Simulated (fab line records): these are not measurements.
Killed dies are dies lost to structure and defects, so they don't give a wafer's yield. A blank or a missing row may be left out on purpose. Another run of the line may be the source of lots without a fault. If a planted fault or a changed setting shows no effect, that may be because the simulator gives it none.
The same fault as seen by 2 desks ; flow berkeleyCmos170 ; each desk has only its own numbers; what lay behind them comes last

## METROLOGY DESK
Lot by lot, what the gauges showed, no matter which tool ran the lot: averages of those sampled wafers that carry a number. The brackets show how far a lot's mean lies from the usual mean; more than 4 standard deviations puts the lot out of limits, marked OUT.
Columns: A = PLDD_TW at UCB170_PLDD_TW_MEAS_11, usual 1004; B = PLDD_RS at UCB170_SDANNEAL_RS_MEAS_04, usual 1032.7 ohm/sq
lot;first seen here;A;B
L406;day 7 10:11;1014;1035.8
L407;day 7 10:50;987;1035.5
L404;day 7 10:55;1013;1031.7
L405;day 7 11:07;1016;1029.2
L409;day 7 23:38;1017;1031.4
L408;day 7 23:53;1015;1034.1
L410;day 8 15:17;1016;1034.1
L412;day 8 15:33;1013;1032.6
L413;day 8 16:02;1003;1034.3
L414;day 9 10:37;992;1032.6
L419;day 10 00:17;991;1033.1
L423;day 11 02:56;937 (-6.1) OUT;1242.0 (+80) OUT
L424;day 11 03:56;918 (-7.8) OUT;1243.0 (+81) OUT
L425;day 11 16:55;988;1030.0
Finding of this desk: L423, L424 out of limits, first seen on L423 at day 11 02:56 (PLDD_TW at UCB170_PLDD_TW_MEAS_11). L406, L407, L404, L405, L409, L408, L410, L412, L413, L414, L419, L425 stayed within limits.

## AT THE TOOL OWNER'S DESK: implanter-03
The tool's own readings at UCB170_PLDD_IMPLANT_08, given as means over the sampled wafers that have a number, one for each lot that went through this tool. The brackets show how far a lot's mean lies from the usual mean; more than 4 standard deviations puts the lot out of limits, marked OUT.
Columns: A = doseIonsCm2 at UCB170_PLDD_IMPLANT_08, usual 4.999e+13; B = faradayCurrentUA at UCB170_PLDD_IMPLANT_08, usual 158
lot;first seen here;A;B
L407;day 7 10:28;5.001e+13;158
L405;day 7 10:43;5.002e+13;157
L412;day 8 15:09;4.995e+13;158
L414;day 9 08:09;4.995e+13;159
L423;day 11 02:32;2.893e+13 (-99 or more) OUT;90 (-22) OUT
L424;day 11 03:32;2.903e+13 (-99 or more) OUT;93 (-21) OUT
This desk finds L423, L424 out of limits, L423 being first, at day 11 02:32 (doseIonsCm2 at UCB170_PLDD_IMPLANT_08). L407, L405, L412, L414 stayed within limits.

## TAKEN TOGETHER
On L423, L424, at day 11 02:32, an alarm was possible from the tool owner's desk.
An alarm was possible from the metrology desk at day 11 02:56, on L423, L424.
Of the lots named, all ran UCB170_PLDD_IMPLANT_08 on implanter-03.

## WHAT THE SIMULATOR PUT IN
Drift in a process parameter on implanter-03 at UCB170_PLDD_IMPLANT_08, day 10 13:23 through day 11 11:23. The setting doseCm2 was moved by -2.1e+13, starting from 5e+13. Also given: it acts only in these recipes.
Shown lots that were struck: L423, L424.
Counting hours from when the fault started, the first reading out of limits came at 13 for the tool owner's desk and at 14 for the metrology desk.
